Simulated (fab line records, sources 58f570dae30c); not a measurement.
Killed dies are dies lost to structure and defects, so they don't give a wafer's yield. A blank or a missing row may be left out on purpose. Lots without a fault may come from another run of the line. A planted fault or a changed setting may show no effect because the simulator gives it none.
Which tool did it? | flow berkeley_cmos170 | 14 lots, 42 wafers sampled, at 4 steps of a route of 331

WHAT THE GAUGES READ, wafer by wafer
UCB170_NWELL_THK_MEAS_02. Usual: NWELL_OXIDE_THK 26.4 nm, standard deviation 0.45.
lot  | measured    | on            | NWELL_OXIDE_THK (nm) | flag
L980 | day 2 01:41 | film_metro-01 | 26.3 26.5 26.0       |
L981 | day 2 06:12 | film_metro-04 | 26.1 25.7 25.9       |
L982 | day 2 11:54 | film_metro-03 | 26.1 26.1 25.6       |
L985 | day 3 07:34 | film_metro-04 | 26.8 26.7 26.6       |
L987 | day 3 16:46 | film_metro-03 | 27.0 26.6 26.5       |
L988 | day 4 02:47 | film_metro-01 | 26.1 25.8 26.3       |
L989 | day 4 02:47 | film_metro-03 | 26.4 26.3 26.4       |
L993 | day 4 16:19 | film_metro-01 | 26.8 26.8 26.3       |
L991 | day 4 16:19 | film_metro-03 | 27.2 27.1 27.3       |
L995 | day 5 04:10 | film_metro-01 | 26.8 26.8 26.1       |
L998 | day 5 19:42 | film_metro-04 | 26.9 26.8 26.8       |
L101 | day 6 08:14 | film_metro-03 | 27.0 26.9 26.6       |
L102 | day 6 13:34 | film_metro-01 | 25.3 25.8 25.6       |
L103 | day 6 16:26 | film_metro-04 | 26.0 26.0 25.7       |

UCB170_PFIELD_OVL_MEAS_06. Usual: PFIELD_OVL 1 nm, standard deviation 6.
lot  | measured    | on         | PFIELD_OVL (nm) | flag
L980 | day 4 19:56 | overlay-02 | 7 5 7           |
L981 | day 4 20:13 | overlay-02 | 5 1 3           |
L982 | day 4 20:29 | overlay-02 | 3 -4 6          |
L985 | day 6 02:53 | overlay-01 | 10 13 12        |
L987 | day 6 02:44 | overlay-01 | 0 2 -8          |
L988 | day 6 17:30 | overlay-02 | -10 1 -7        |
L989 | day 7 03:25 | overlay-01 | 6 7 10          |
L993 | day 7 03:29 | overlay-02 | -6 -14 -10      |
L991 | day 7 02:19 | overlay-01 | 0 6 12          |
L995 | day 7 11:16 | overlay-01 | -4 2 0          |
L998 | day 7 19:25 | overlay-02 | 10 9 5          |
L101 | day 8 11:14 | overlay-02 | -5 -7 -2        |
L102 | day 8 14:08 | overlay-02 | 8 9 4           |
L103 | day 8 14:27 | overlay-01 | -3 5 0          |

UCB170_PSD_CD_MEAS_06: target cd 1200 nm. Usual: cd_nm 1199.9 nm, standard deviation 1.2.
lot  | measured     | on        | cd_nm (nm)           | flag
L980 | day 7 03:50  | cd_sem-02 | 1200.6 1200.5 1200.5 |
L981 | day 7 03:48  | cd_sem-01 | 1201.5 1200.3 1200.4 |
L982 | day 7 03:58  | cd_sem-01 | 1200.6 1199.9 1201.2 |
L985 | day 8 04:40  | cd_sem-01 | 1198.9 1199.1 1199.2 |
L987 | day 8 04:18  | cd_sem-01 | 1200.5 1198.9 1200.4 |
L988 | day 8 17:34  | cd_sem-01 | 1199.5 1199.5 1198.7 |
L989 | day 9 03:25  | cd_sem-01 | 1198.2 1197.7 1198.4 |
L993 | day 9 03:56  | cd_sem-02 | 1200.4 1197.9 1201.6 |
L991 | day 9 03:41  | cd_sem-01 | 1200.1 1199.6 1199.6 |
L995 | day 9 17:26  | cd_sem-01 | 1207.0 1206.8 1206.2 | OFF
L998 | day 9 17:43  | cd_sem-02 | 1206.8 1207.5 1207.4 | OFF
L101 | day 10 22:49 | cd_sem-02 | 1199.9 1199.3 1198.3 |
L102 | day 10 17:25 | cd_sem-02 | 1198.9 1197.4 1199.0 |
L103 | day 10 17:10 | cd_sem-01 | 1200.4 1202.6 1202.0 |

WHICH TOOL RAN EACH LOT (tool, then ch and the chambers of the sampled wafers, then the start)
lot  | UCB170_PSD_SOFTBAKE_02
L980 | litho_track-04 ch 0, day 7 02:25
L981 | litho_track-03 ch 0, day 7 02:12
L982 | litho_track-02 ch 0, day 7 02:33
L985 | litho_track-03 ch 0, day 8 02:58
L987 | litho_track-04 ch 0, day 8 02:52
L988 | litho_track-04 ch 0, day 8 16:41
L989 | litho_track-02 ch 0, day 9 02:16
L993 | litho_track-02 ch 0, day 9 02:43
L991 | litho_track-04 ch 0, day 9 02:42
L995 | litho_track-02 ch 0, day 9 16:06
L998 | litho_track-02 ch 0, day 9 16:35
L101 | litho_track-03 ch 0, day 10 22:16
L102 | litho_track-03 ch 0, day 10 16:21
L103 | litho_track-04 ch 0, day 10 16:12
- UCB170_PSD_SOFTBAKE_02: time 60 s.

WHAT THE TOOLS THEMSELVES READ (means of the sampled wafers that have a number; where no wafer has one, the mark that the record gives instead)
UCB170_PSD_SOFTBAKE_02. Usual: heater_power_total_W 56.79 W, standard deviation 0.043; plate_temp_C 130.02 C, standard deviation 0.14.
lot  | tool           | heater_power_total_W (W) | plate_temp_C (C) | flag
L980 | litho_track-04 | 56.78                    | 130.10           |
L981 | litho_track-03 | 56.77                    | 129.93           |
L982 | litho_track-02 | 56.81                    | 129.99           |
L985 | litho_track-03 | 56.76                    | 130.00           |
L987 | litho_track-04 | 56.84                    | 129.97           |
L988 | litho_track-04 | 56.78                    | 130.12           |
L989 | litho_track-02 | 56.80                    | 130.03           |
L993 | litho_track-02 | 56.81                    | 130.04           |
L991 | litho_track-04 | 56.79                    | 130.08           |
L995 | litho_track-02 | 58.05                    | 132.04           | OFF
L998 | litho_track-02 | 58.06                    | 132.14           | OFF
L101 | litho_track-03 | 56.79                    | 130.08           |
L102 | litho_track-03 | 56.81                    | 130.10           |
L103 | litho_track-04 | 56.81                    | 129.98           |

THE ANSWER, worked out from the rows above alone
Rule: a lot is off if the mean of its wafers that have a number lies more than 3 standard deviations from the usual mean. A lot without any number at a reading at which 4 lots or more have one is off too. The other lots that the step has rows for count as sound. The gauges are gone through in route order, then the tools' own readings, and for those a lot's mean is taken as printed above. The first step at which some lot is off is used, and at that step the reading that is off furthest; a lot without a number counts as furthest.
Off: L995, L998, at UCB170_PSD_CD_MEAS_06 (cd_nm).
A tool fits if, at a process step before that reading, it ran every lot that is off, and no sound lot after the first of them. The gauges at UCB170_PSD_CD_MEAS_06 aren't tried: what is off there is off at UCB170_PSD_SOFTBAKE_02 too, on other tools, and a gauge's error can't cause that. One fits: litho_track-02 at UCB170_PSD_SOFTBAKE_02. Its last sound lot is L993 (day 9 02:43), its first lot that is off L995 (day 9 16:06): a fault that began between those two fits.
The tool's own readings at UCB170_PSD_SOFTBAKE_02 bear it out: on the lots that are off they differ by more than 5 times the standard deviation of the sound lots' means. heater_power_total_W reads 58.05 W there against 56.80 W on the sound lots; plate_temp_C reads 132.09 C there against 130.03 C on the sound lots.

WHAT THE SIMULATOR HAD PUT IN
Process parameter drift: litho_track-02, from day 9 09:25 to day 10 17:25, at UCB170_PSD_SOFTBAKE_02. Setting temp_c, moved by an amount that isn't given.
Lots struck among those shown: L995, L998. The rule above found the same.
